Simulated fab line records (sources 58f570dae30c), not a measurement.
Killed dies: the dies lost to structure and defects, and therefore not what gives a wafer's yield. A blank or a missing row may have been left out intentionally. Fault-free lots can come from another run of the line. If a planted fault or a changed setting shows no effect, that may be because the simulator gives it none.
Chamber matching	flow berkeley_cmos170	4 sister chambers for UCB170_ZERO_ETCH_06 on rie_diel-03
The step etches SiO2 in CHF3/CF4/Ar, time 12 s. 16 wafers are shown with their chamber, then 8 later ones without.

## WAFERS PAIRED WITH THEIR CHAMBERS
wafer	chamber	throttle_valve_pct (%)	oes_product_au (a.u.)
L328.2	3	9.43	0.633
L328.5	3	9.42	0.635
L328.6	0	9.11	0.617
L329.1	2	9.07	0.620
L329.3	0	9.13	0.614
L329.4	2	9.06	0.619
L331.2	0	9.14	0.605
L331.3	3	9.41	0.630
L331.4	2	9.07	0.617
L333.2	3	9.42	0.632
L333.3	1	9.01	0.616
L333.5	2	9.07	0.619
L337.3	3	9.43	0.636
L337.5	3	9.42	0.638
L337.6	2	9.07	0.619
L340.3	3	9.43	0.625

SIGNATURES (averages over the wafers above)
reading	chamber 0	chamber 1	chamber 2	chamber 3	scatter within a chamber
throttle_valve_pct	9.1267	9.0100	9.0680	9.4229	0.00861
oes_product_au	0.61200	0.61600	0.61880	0.63271	0.00402
Rule: distance of a wafer from a chamber = root of the sum over the readings of ((wafer's reading minus chamber's mean) / reading's scatter) squared. The wafer belongs to the nearest chamber; if the next one is less than 2 further off, it can't be placed. How the scatter is found: for the shown wafers, subtract from each reading the mean of its chamber, square and add these, divide the total by (wafers less chambers), then take the root.

## WAFERS WITHOUT THEIR CHAMBER
wafer	throttle_valve_pct (%)	oes_product_au (a.u.)
L340.4	9.01	0.611
L340.5	9.00	0.620
L342.1	9.12	0.616
L342.3	9.00	0.609
L342.5	9.08	0.625
L344.3	9.40	0.632
L344.4	9.14	0.615
L344.5	9.07	0.626

## CHAMBER TAKEN BY EACH
wafer	from the rows above	in truth
L340.4	1	1
L340.5	1	1
L342.1	0	0
L342.3	1	1
L342.5	2	2
L344.3	3	3
L344.4	0	0
L344.5	2	2
Correct placement for 8 of the 8. Can't be placed from these rows: 0. 0 placed wrongly.
